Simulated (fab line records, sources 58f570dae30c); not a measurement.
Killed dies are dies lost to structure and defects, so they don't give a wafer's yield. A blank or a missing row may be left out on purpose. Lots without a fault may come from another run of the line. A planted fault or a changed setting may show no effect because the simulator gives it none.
Which tool did it? | flow berkeley_cmos170 | 14 lots, 42 wafers sampled, at 5 steps of a route of 331

WHAT THE GAUGES READ, wafer by wafer
UCB170_PWELL_THK_MEAS_06.
lot  | measured    | on            | PWELL_NITRIDE_THK (nm)
L711 | day 2 23:35 | film_metro-03 | 218.8 221.5 219.3
L712 | day 3 07:39 | film_metro-03 | 222.0 221.8 220.2
L713 | day 3 16:21 | film_metro-03 | 219.9 220.7 220.3
L714 | day 3 16:21 | film_metro-01 | 215.4 216.9 217.3
L715 | day 3 23:10 | film_metro-01 | 217.0 219.3 219.0
L716 | day 4 04:57 | film_metro-01 | 221.1 222.7 221.5
L717 | day 4 04:58 | film_metro-04 | 223.1 221.2 222.4
L718 | day 4 11:40 | film_metro-04 | 189.5 187.2 188.2
L720 | day 4 20:32 | film_metro-04 | 185.1 186.1 185.6
L728 | day 6 19:29 | film_metro-01 | 217.6 219.8 223.0
L731 | day 7 10:28 | film_metro-01 | 222.1 222.1 219.6
L732 | day 7 10:29 | film_metro-04 | 219.9 219.6 218.9
L733 | day 7 10:27 | film_metro-03 | 220.4 221.2 219.3
L734 | day 7 22:56 | film_metro-03 | 218.4 219.1 220.4

UCB170_SPACER_THK_MEAS_01.
lot  | measured     | on            | SPACER_TEOS_THK (nm)
L711 | day 6 04:08  | film_metro-01 | 372 382 379
L712 | day 6 21:07  | film_metro-01 | 369 368 375
L713 | day 7 06:59  | film_metro-01 | 379 371 379
L714 | day 7 07:46  | film_metro-01 | 373 382 378
L715 | day 7 07:13  | film_metro-03 | 368 356 375
L716 | day 8 05:58  | film_metro-02 | 369 377 376
L717 | day 8 05:16  | film_metro-01 | 373 368 385
L718 | day 8 11:10  | film_metro-01 | 372 384 385
L720 | day 8 11:33  | film_metro-01 | 381 381 387
L728 | day 10 07:17 | film_metro-03 | 382 385 388
L731 | day 10 20:49 | film_metro-02 | 370 374 383
L732 | day 10 21:01 | film_metro-01 | 377 371 376
L733 | day 10 20:50 | film_metro-03 | 364 381 371
L734 | day 11 05:43 | film_metro-02 | 374 385 379

UCB170_PSD_TW_MEAS_10.
lot  | measured     | on            | PSD_TW
L711 | day 6 09:25  | film_metro-02 | 2317 2318 2322
L712 | day 7 02:56  | film_metro-04 | 2277 2295 2281
L713 | day 7 13:13  | film_metro-04 | 2277 2287 2291
L714 | day 7 13:07  | film_metro-02 | 2323 2317 2308
L715 | day 7 12:50  | film_metro-02 | 2317 2323 2330
L716 | day 8 10:30  | film_metro-03 | 2319 2317 2303
L717 | day 8 10:01  | film_metro-02 | 2314 2312 2326
L718 | day 8 17:23  | film_metro-03 | 2305 2311 2314
L720 | day 8 17:39  | film_metro-03 | 2307 2316 2324
L728 | day 10 12:32 | film_metro-02 | 2301 2305 2303
L731 | day 11 04:03 | film_metro-02 | 2292 2297 2301
L732 | day 11 04:11 | film_metro-04 | 2292 2289 2300
L733 | day 11 03:47 | film_metro-03 | 2273 2286 2290
L734 | day 11 10:19 | film_metro-04 | 2280 2286 2284

WHICH TOOL RAN EACH LOT (tool, then ch and the chambers of the sampled wafers, then the start)
lot  | UCB170_PWELL_CVD_05        | UCB170_PWELL_ETCH_14
L711 | lpcvd-02 ch 0, day 2 21:40 | rie_diel-01 ch 0,1,3, day 3 00:57
L712 | lpcvd-01 ch 1, day 3 05:44 | rie_diel-02 ch 0,1,2, day 3 08:44
L713 | lpcvd-02 ch 0, day 3 14:26 | rie_diel-02 ch 0,1, day 3 17:41
L714 | lpcvd-02 ch 1, day 3 14:26 | rie_diel-04 ch 2,3, day 3 17:55
L715 | lpcvd-01 ch 0, day 3 21:15 | rie_diel-04 ch 2,3, day 4 00:14
L716 | lpcvd-01 ch 0, day 4 03:02 | rie_diel-02 ch 0,1,3, day 4 06:01
L717 | lpcvd-01 ch 0, day 4 03:02 | rie_diel-01 ch 2,3, day 4 06:16
L718 | lpcvd-01 ch 0, day 4 09:44 | rie_diel-02 ch 0,3, day 4 12:42
L720 | lpcvd-01 ch 0, day 4 18:35 | rie_diel-02 ch 0,1,2, day 4 21:50
L728 | lpcvd-02 ch 0, day 6 17:34 | rie_diel-01 ch 0,1, day 6 20:25
L731 | lpcvd-01 ch 0, day 7 08:31 | rie_diel-04 ch 0,1,3, day 7 12:11
L732 | lpcvd-01 ch 1, day 7 08:31 | rie_diel-02 ch 0,1,3, day 7 12:17
L733 | lpcvd-01 ch 0, day 7 08:31 | rie_diel-04 ch 0,1, day 7 11:28
L734 | lpcvd-02 ch 1, day 7 21:01 | rie_diel-04 ch 0,1,3, day 8 00:00
- UCB170_PWELL_CVD_05: deposits Si3N4 from SiH2Cl2/NH3, target thk 220 nm, time 3300 s.
- UCB170_PWELL_ETCH_14: etches Si3N4 in CH3F/Ar/O2, stops on SiO2, target depth 242 nm, time 151 s.

WHAT THE TOOLS THEMSELVES READ (means of the sampled wafers that have a number; where no wafer has one, the mark that the record gives instead)
UCB170_PWELL_CVD_05.
lot  | tool     | nh3_flow_sccm (sccm) | spike_tc_source_C (C)
L711 | lpcvd-02 | 75.04                | 820.2
L712 | lpcvd-01 | 75.27                | 822.4
L713 | lpcvd-02 | 75.03                | 819.8
L714 | lpcvd-02 | 74.89                | 821.0
L715 | lpcvd-01 | 74.95                | 823.3
L716 | lpcvd-01 | 74.54                | 824.0
L717 | lpcvd-01 | 75.05                | 824.9
L718 | lpcvd-01 | 59.95                | 823.9
L720 | lpcvd-01 | 59.94                | 824.5
L728 | lpcvd-02 | 75.13                | 819.8
L731 | lpcvd-01 | 74.97                | 824.5
L732 | lpcvd-01 | 75.37                | 822.4
L733 | lpcvd-01 | 74.54                | 824.0
L734 | lpcvd-02 | 74.98                | 822.9

UCB170_PWELL_ETCH_14.
lot  | tool        | O2_flow_sccm (sccm) | drypump_motor_current_A (A) | mfc_ar_sccm (sccm) | oes_product_au (a.u.) | throttle_valve_pct (%)
L711 | rie_diel-01 | 7.002               | 5.8                         | 50.06              | 0.947                 | 8.13
L712 | rie_diel-02 | 6.997               | 5.0                         | 49.96              | 0.944                 | 8.05
L713 | rie_diel-02 | 6.988               | 5.1                         | 49.94              | 0.950                 | 8.08
L714 | rie_diel-04 | 6.993               | 5.6                         | 49.87              | 0.942                 | 7.93
L715 | rie_diel-04 | 7.000               | 5.8                         | 50.15              | 0.933                 | 7.96
L716 | rie_diel-02 | 6.993               | 5.3                         | 50.06              | 0.953                 | 8.05
L717 | rie_diel-01 | 6.995               | 6.1                         | 49.91              | 0.960                 | 8.12
L718 | rie_diel-02 | 6.995               | 5.4                         | 49.98              | 0.855                 | 8.00
L720 | rie_diel-02 | 7.011               | 5.0                         | 49.95              | 0.854                 | 8.04
L728 | rie_diel-01 | 6.989               | 5.7                         | 49.95              | 0.943                 | 8.17
L731 | rie_diel-04 | 6.993               | 5.5                         | 50.07              | 0.941                 | 8.01
L732 | rie_diel-02 | 6.986               | 5.3                         | 50.11              | 0.945                 | 8.04
L733 | rie_diel-04 | 7.003               | 5.5                         | 50.02              | 0.953                 | 8.07
L734 | rie_diel-04 | 7.005               | 5.5                         | 49.92              | 0.939                 | 8.01

THE ANSWER, worked out from the rows above alone
Rule: what is usual is taken from the lots themselves. Put in order of their means at a reading, lots are off if they are a third of the lots or fewer, leave a main group of 4 or more, and stand apart from it by a gap of 3 or more times the standard deviation of the main group's means; of several such gaps the widest counts. A main group whose means are all the same, to the digits that the tables above print for the reading, isn't used. A lot without any number at a reading at which 4 lots or more have one is off too. The other lots that the step has rows for count as sound. The gauges are gone through in route order, then the tools' own readings, and for those a lot's mean is taken as printed above. The first step at which some lot is off is used, and at that step the reading that is off furthest; a lot without a number counts as furthest.
Off: L718, L720, at UCB170_PWELL_THK_MEAS_06 (PWELL_NITRIDE_THK). The main group: mean 220.1 nm, standard deviation 1.5.
A tool fits if, at a process step before that reading, it ran every lot that is off, and no sound lot after the first of them. The gauges at UCB170_PWELL_THK_MEAS_06 aren't tried: what is off there is off at UCB170_PWELL_CVD_05 too, on other tools, and a gauge's error can't cause that. None of those tried fits.

WHAT THE SIMULATOR HAD PUT IN
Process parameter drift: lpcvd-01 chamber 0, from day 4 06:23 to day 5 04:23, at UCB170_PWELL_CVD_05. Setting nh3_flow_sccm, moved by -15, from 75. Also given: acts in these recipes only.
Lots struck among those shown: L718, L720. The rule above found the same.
